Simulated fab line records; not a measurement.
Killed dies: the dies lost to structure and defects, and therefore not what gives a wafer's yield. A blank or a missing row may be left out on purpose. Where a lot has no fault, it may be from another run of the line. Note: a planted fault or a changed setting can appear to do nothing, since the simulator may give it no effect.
Matching of chambers + flow berkeley cmos170 + 4 sister chambers for UCB170_V2_CMP_02 on cmp-02
The step polishes SiO2. 8 wafers are shown with their chamber, then 8 later ones without.

== EACH WAFER AND ITS CHAMBER ==
| wafer  | chamber | motor current A (A) |
|--------|---------|---------------------|
| L326.2 | 3       | 17.7                |
| L326.5 | 1       | 18.5                |
| L328.2 | 0       | 17.5                |
| L328.6 | 3       | 16.1                |
| L329.2 | 2       | 16.7                |
| L329.3 | 0       | 17.2                |
| L329.4 | 1       | 18.4                |
| L330.1 | 2       | 15.5                |

== WAFERS WHOSE CHAMBER IS MISSING ==
| wafer  | motor current A (A) |
|--------|---------------------|
| L330.3 | 17.3                |
| L330.5 | 16.4                |
| L343.1 | 16.3                |
| L343.3 | 19.4                |
| L343.6 | 16.5                |
| L344.4 | 17.4                |
| L344.5 | 15.4                |
| L344.6 | 16.4                |

== EACH ONE'S CHAMBER ==
| wafer  | from the rows above               | in truth |
|--------|-----------------------------------|----------|
| L330.3 | can't be placed: 0 or 3 or 1 or 2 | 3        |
| L330.5 | can't be placed: 2 or 3 or 0      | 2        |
| L343.1 | can't be placed: 2 or 3 or 0      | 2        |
| L343.3 | can't be placed: 1 or 0           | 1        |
| L343.6 | can't be placed: 2 or 3 or 0      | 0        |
| L344.4 | can't be placed: 0 or 3 or 1 or 2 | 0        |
| L344.5 | can't be placed: 2 or 3 or 0      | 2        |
| L344.6 | can't be placed: 2 or 3 or 0      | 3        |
0 of 8 placed correctly. Unplaceable from these rows: 8, with the true chamber sitting among the candidates in 8. 0 placed wrongly.
How it was worked out, from the rows above alone: a wafer's distance from a chamber is the root of the sum, over the readings, of the square of ((its reading less the chamber's mean) divided by the reading's scatter). The wafer belongs to the nearest chamber; if the next one is less than 2 further off, it can't be placed. For every chamber, the mean is computed from those of its wafers that are shown. The scatter: the root of (the sum of the squares of (reading less its chamber's mean) over the shown wafers, divided by (wafers less chambers)).
